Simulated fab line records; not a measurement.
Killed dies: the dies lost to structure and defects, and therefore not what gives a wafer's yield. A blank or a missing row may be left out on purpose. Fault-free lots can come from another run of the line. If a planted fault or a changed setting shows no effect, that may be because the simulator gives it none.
Check of tool commonality + flow rit_cmos + Lots sampled 14, wafers sampled 48

WHAT PROMPTED THE OPENING
2 of 14 lots carry a flag on the reading PRETRO_TW at RIT_PRETRO_TW_MEAS_10. Fault-free wafers read 477, with a standard deviation of 4.5.
Rule: a lot gets a flag if all its wafers with a number sit over 4 standard deviations from that mean, or if no wafer of it has a number. The rest of the lots are taken to be sound.

| lot  | measured    | on            | PRETRO_TW, wafer by wafer | flag    |
|------|-------------|---------------|---------------------------|---------|
| L256 | day 2 18:06 | film_metro-01 | 475 474 472               |         |
| L257 | day 3 01:58 | film_metro-03 | 479 479 479               |         |
| L258 | day 3 07:46 | film_metro-01 | 476 474 475               |         |
| L259 | day 3 11:01 | film_metro-02 | 474 479 476               |         |
| L260 | day 3 15:16 | film_metro-01 | 473 475 475               |         |
| L268 | day 5 11:40 | film_metro-01 | 30 30 30 30 30 30         | FLAGGED |
| L269 | day 5 11:53 | film_metro-02 | 30 30 30 30 30 30         | FLAGGED |
| L271 | day 6 04:37 | film_metro-03 | 485 482 485               |         |
| L272 | day 6 09:41 | film_metro-01 | 472 472 473               |         |
| L274 | day 6 17:50 | film_metro-03 | 483 485 483               |         |
| L273 | day 6 18:26 | film_metro-02 | 479 477 474               |         |
| L275 | day 7 02:10 | film_metro-03 | 484 485 483               |         |
| L277 | day 7 12:13 | film_metro-01 | 472 472 475               |         |
| L276 | day 7 12:20 | film_metro-03 | 483 484 482               |         |
Flagged lots average 30: -447 relative to the usual, that is -99 or more standard deviations.

WHICH TOOL EACH LOT WENT THROUGH
The record holds 1 process step before the reading, out of a route of 202 steps. In each cell: the tool, then ch and the chambers that the sampled wafers went through, then the start.
| lot  | flag    | RIT_NRETRO_STRIP_09                 |
|------|---------|-------------------------------------|
| L256 |         | plasma_asher-04 ch 0,1, day 2 16:22 |
| L257 |         | plasma_asher-03 ch 0,1, day 3 00:09 |
| L258 |         | plasma_asher-01 ch 0, day 3 05:50   |
| L259 |         | plasma_asher-04 ch 0,1, day 3 09:10 |
| L260 |         | plasma_asher-04 ch 0,1, day 3 13:24 |
| L268 | FLAGGED | plasma_asher-01 ch 0,1, day 5 09:48 |
| L269 | FLAGGED | plasma_asher-04 ch 0,1, day 5 10:02 |
| L271 |         | plasma_asher-03 ch 0,1, day 6 02:46 |
| L272 |         | plasma_asher-03 ch 0,1, day 6 07:52 |
| L274 |         | plasma_asher-03 ch 0,1, day 6 16:02 |
| L273 |         | plasma_asher-04 ch 0,1, day 6 16:42 |
| L275 |         | plasma_asher-01 ch 0,1, day 7 00:18 |
| L277 |         | plasma_asher-04 ch 0,1, day 7 10:11 |
| L276 |         | plasma_asher-01 ch 0,1, day 7 10:26 |
What is done by these steps:
- RIT_NRETRO_STRIP_09: strips in O2, time 180 s.
- RIT_PRETRO_TW_MEAS_10

FLAGGED AGAINST TOTAL, ONE TOOL AT A TIME (gauges that did the reading follow at the end)
| step                  | tool            | lots run | flagged | share of the flagged lots | sound lots run after its first flagged lot |
|-----------------------|-----------------|----------|---------|---------------------------|--------------------------------------------|
| RIT_NRETRO_STRIP_09   | plasma_asher-01 | 4        | 1       | some                      | 2 (L275,L276)                              |
| RIT_NRETRO_STRIP_09   | plasma_asher-03 | 4        | 0       | none                      | -                                          |
| RIT_NRETRO_STRIP_09   | plasma_asher-04 | 6        | 1       | some                      | 2 (L273,L277)                              |
| RIT_PRETRO_TW_MEAS_10 | film_metro-01   | 6        | 1       | some                      | 2 (L272,L277)                              |
| RIT_PRETRO_TW_MEAS_10 | film_metro-02   | 3        | 1       | some                      | 1 (L273)                                   |
| RIT_PRETRO_TW_MEAS_10 | film_metro-03   | 5        | 0       | none                      | -                                          |

WHAT THE TABLE PERMITS
No row of the table ran every flagged lot.

WHAT THE SIMULATOR PUT IN
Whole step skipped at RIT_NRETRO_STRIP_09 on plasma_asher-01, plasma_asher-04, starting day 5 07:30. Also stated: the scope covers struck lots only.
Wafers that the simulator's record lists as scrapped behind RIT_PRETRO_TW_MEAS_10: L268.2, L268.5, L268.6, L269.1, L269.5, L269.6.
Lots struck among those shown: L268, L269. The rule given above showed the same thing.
